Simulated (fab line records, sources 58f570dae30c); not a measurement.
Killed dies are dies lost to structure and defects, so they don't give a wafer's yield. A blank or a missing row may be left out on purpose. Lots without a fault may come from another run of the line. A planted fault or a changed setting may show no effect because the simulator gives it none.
Which tool did it? | flow berkeley_cmos170 | 14 lots, 42 wafers sampled, at 6 steps of a route of 331

WHAT THE GAUGES READ, wafer by wafer
UCB170_START_THK_MEAS_03.
lot  | measured    | on            | START_OXIDE_THK (nm)
L452 | day 1 12:52 | film_metro-04 | 20.0 19.8 19.8
L453 | day 1 19:01 | film_metro-03 | 19.6 19.4 19.4
L454 | day 1 22:55 | film_metro-03 | 19.6 19.7 19.5
L456 | day 2 10:12 | film_metro-04 | 19.8 19.5 19.8
L457 | day 2 15:11 | film_metro-01 | 19.1 19.2 19.3
L458 | day 2 20:46 | film_metro-03 | 19.6 19.2 19.2
L461 | day 3 14:16 | film_metro-04 | 19.2 19.0 18.9
L463 | day 3 23:35 | film_metro-03 | 19.3 19.6 19.3
L464 | day 4 03:17 | film_metro-04 | 19.2 19.4 19.2
L465 | day 4 08:44 | film_metro-01 | 19.2 19.2 19.2
L466 | day 4 11:29 | film_metro-03 | 19.2 19.6 19.5
L470 | day 5 08:52 | film_metro-04 | 19.8 20.0 20.3
L472 | day 5 18:25 | film_metro-03 | 19.0 19.1 19.3
L475 | day 6 06:53 | film_metro-04 | 20.0 19.7 19.6

UCB170_PLDD_TW_MEAS_11.
lot  | measured     | on            | PLDD_TW
L452 | day 6 14:34  | film_metro-01 | 997 1000 1001
L453 | day 6 14:37  | film_metro-01 | 1003 1007 998
L454 | day 7 01:22  | film_metro-01 | 1012 1010 1010
L456 | day 7 07:08  | film_metro-04 | 1014 1015 1013
L457 | day 7 11:28  | film_metro-03 | 1005 1003 1006
L458 | day 7 11:58  | film_metro-04 | 1007 1013 1013
L461 | day 8 09:15  | film_metro-01 | 1002 1002 1008
L463 | day 8 16:19  | film_metro-04 | 1014 1008 1001
L464 | day 8 16:56  | film_metro-03 | 1025 1021 1019
L465 | day 9 02:20  | film_metro-01 | 999 1005 1001
L466 | day 9 01:52  | film_metro-03 | 954 963 957
L470 | day 9 21:55  | film_metro-04 | 954 952 955
L472 | day 10 04:47 | film_metro-03 | 1011 1010 1020
L475 | day 10 12:58 | film_metro-03 | 1011 1017 1014

UCB170_SDANNEAL_RS_MEAS_04: measures by four-point-probe.
lot  | measured     | on            | PLDD_RS (ohm/sq)
L452 | day 7 01:41  | film_metro-04 | 1030.9 1031.8 1030.7
L453 | day 7 01:52  | film_metro-03 | 1029.7 1033.9 1032.8
L454 | day 7 17:04  | film_metro-04 | 1033.2 1033.5 1031.3
L456 | day 7 18:08  | film_metro-01 | 1033.8 1033.5 1033.3
L457 | day 8 00:02  | film_metro-01 | 1034.4 1033.5 1033.8
L458 | day 8 00:25  | film_metro-03 | 1031.7 1032.8 1032.3
L461 | day 8 22:45  | film_metro-03 | 1032.0 1028.1 1032.7
L463 | day 9 04:04  | film_metro-01 | 1028.3 1033.6 1032.2
L464 | day 9 04:54  | film_metro-03 | 1030.5 1032.1 1036.0
L465 | day 9 13:59  | film_metro-01 | 1033.8 1032.9 1030.7
L466 | day 9 13:23  | film_metro-03 | 1196.2 1190.4 1196.2
L470 | day 10 11:31 | film_metro-04 | 1191.6 1190.3 1191.7
L472 | day 10 15:30 | film_metro-04 | 1032.1 1031.4 1031.4
L475 | day 11 03:49 | film_metro-01 | 1030.8 1033.4 1032.5

UCB170_V1_BOW_MEAS_03.
lot  | measured     | on            | V1_BOW (um)
L452 | day 7 16:17  | film_metro-04 | 27 19 24
L453 | day 7 16:15  | film_metro-02 | 17 3 14
L454 | day 8 03:26  | film_metro-02 | 23 21 34
L456 | day 8 11:20  | film_metro-01 | 26 40 18
L457 | day 8 11:55  | film_metro-02 | 8 20 21
L458 | day 8 11:40  | film_metro-02 | 19 18 12
L461 | day 9 11:14  | film_metro-04 | 31 22 23
L463 | day 9 16:24  | film_metro-04 | 21 21 21
L464 | day 9 16:24  | film_metro-01 | 24 14 7
L465 | day 10 04:16 | film_metro-02 | 13 5 14
L466 | day 10 02:00 | film_metro-04 | 15 15 9
L470 | day 11 02:52 | film_metro-01 | 17 14 30
L472 | day 11 16:30 | film_metro-04 | 14 20 16
L475 | day 11 16:45 | film_metro-04 | 15 22 10

WHICH TOOL RAN EACH LOT (tool, then ch and the chambers of the sampled wafers, then the start)
lot  | UCB170_ZERO_STRIP_07                | UCB170_PLDD_IMPLANT_09
L452 | plasma_asher-04 ch 0,1, day 1 16:28 | implanter-02 ch 0, day 6 14:19
L453 | plasma_asher-04 ch 0,1, day 1 22:25 | implanter-04 ch 0, day 6 14:22
L454 | plasma_asher-04 ch 1, day 2 05:15   | implanter-04 ch 0, day 7 01:07
L456 | plasma_asher-01 ch 0,1, day 2 13:55 | implanter-04 ch 0, day 7 06:54
L457 | plasma_asher-01 ch 1, day 2 21:31   | implanter-02 ch 0, day 7 11:10
L458 | plasma_asher-03 ch 0,1, day 3 00:36 | implanter-02 ch 0, day 7 11:44
L461 | plasma_asher-04 ch 0,1, day 3 23:10 | implanter-01 ch 0, day 8 09:01
L463 | plasma_asher-04 ch 0,1, day 4 07:29 | implanter-04 ch 0, day 8 16:04
L464 | plasma_asher-03 ch 0,1, day 4 07:19 | implanter-02 ch 0, day 8 16:41
L465 | plasma_asher-04 ch 0,1, day 4 14:56 | implanter-02 ch 0, day 9 02:05
L466 | plasma_asher-04 ch 0,1, day 4 15:13 | implanter-04 ch 0, day 9 01:37
L470 | plasma_asher-04 ch 0,1, day 5 17:01 | implanter-04 ch 0, day 9 21:41
L472 | plasma_asher-03 ch 0,1, day 5 23:37 | implanter-02 ch 0, day 10 04:34
L475 | plasma_asher-01 ch 0,1, day 6 12:06 | implanter-01 ch 0, day 10 12:43
- UCB170_ZERO_STRIP_07: strips in O2.
- UCB170_PLDD_IMPLANT_09

WHAT THE TOOLS THEMSELVES READ (means of the sampled wafers that have a number; where no wafer has one, the mark that the record gives instead)
UCB170_ZERO_STRIP_07.
lot  | tool            | drypump_motor_current_A (A) | oes_product_au (a.u.) | strip_time_to_endpoint_s (s)
L452 | plasma_asher-04 | 5.8                         | 0.725                 | 21.50
L453 | plasma_asher-04 | 5.8                         | 0.729                 | 21.43
L454 | plasma_asher-04 | 5.7                         | 0.727                 | 21.48
L456 | plasma_asher-01 | 5.9                         | 0.724                 | 21.47
L457 | plasma_asher-01 | 5.7                         | 0.726                 | 21.48
L458 | plasma_asher-03 | 5.6                         | 0.729                 | 21.49
L461 | plasma_asher-04 | 5.7                         | 0.723                 | 21.47
L463 | plasma_asher-04 | 5.7                         | 0.732                 | 21.48
L464 | plasma_asher-03 | 6.0                         | 0.726                 | 21.45
L465 | plasma_asher-04 | 5.8                         | 0.727                 | 21.42
L466 | plasma_asher-04 | 5.8                         | 0.730                 | 21.48
L470 | plasma_asher-04 | 5.8                         | 0.727                 | 21.53
L472 | plasma_asher-03 | 6.1                         | 0.725                 | 21.46
L475 | plasma_asher-01 | 5.9                         | 0.727                 | 21.46

UCB170_PLDD_IMPLANT_09.
lot  | tool         | dose_ions_cm2 | faraday_current_uA
L452 | implanter-02 | 5e+13         | 159.4
L453 | implanter-04 | 5e+13         | 157.0
L454 | implanter-04 | 5e+13         | 160.2
L456 | implanter-04 | 5e+13         | 161.8
L457 | implanter-02 | 5e+13         | 158.0
L458 | implanter-02 | 5e+13         | 156.1
L461 | implanter-01 | 5e+13         | 159.9
L463 | implanter-04 | 5e+13         | 157.3
L464 | implanter-02 | 5e+13         | 160.5
L465 | implanter-02 | 5e+13         | 155.7
L466 | implanter-04 | 3e+13         | 105.9
L470 | implanter-04 | 3e+13         | 108.0
L472 | implanter-02 | 5e+13         | 157.3
L475 | implanter-01 | 5e+13         | 158.8

THE ANSWER, worked out from the rows above alone
Rule: what is usual is taken from the lots themselves. Put in order of their means at a reading, lots are off if they are a third of the lots or fewer, leave a main group of 4 or more, and stand apart from it by a gap of 3 or more times the standard deviation of the main group's means; of several such gaps the widest counts. A main group whose means are all the same, to the digits that the tables above print for the reading, isn't used. A lot without any number at a reading at which 4 lots or more have one is off too. The other lots that the step has rows for count as sound. The gauges are gone through in route order, then the tools' own readings, and for those a lot's mean is taken as printed above. The first step at which some lot is off is used, and at that step the reading that is off furthest; a lot without a number counts as furthest.
Off: L466, L470, at UCB170_PLDD_TW_MEAS_11 (PLDD_TW). The main group: mean 1009, standard deviation 6.3.
A tool fits if, at a process step before that reading, it ran every lot that is off, and no sound lot after the first of them. The gauges at UCB170_PLDD_TW_MEAS_11 aren't tried: what is off there is off at UCB170_PLDD_IMPLANT_09 too, on other tools, and a gauge's error can't cause that. Can't be told from this: 2 tools fit, plasma_asher-04 at UCB170_ZERO_STRIP_07, implanter-04 at UCB170_PLDD_IMPLANT_09.

WHAT THE SIMULATOR HAD PUT IN
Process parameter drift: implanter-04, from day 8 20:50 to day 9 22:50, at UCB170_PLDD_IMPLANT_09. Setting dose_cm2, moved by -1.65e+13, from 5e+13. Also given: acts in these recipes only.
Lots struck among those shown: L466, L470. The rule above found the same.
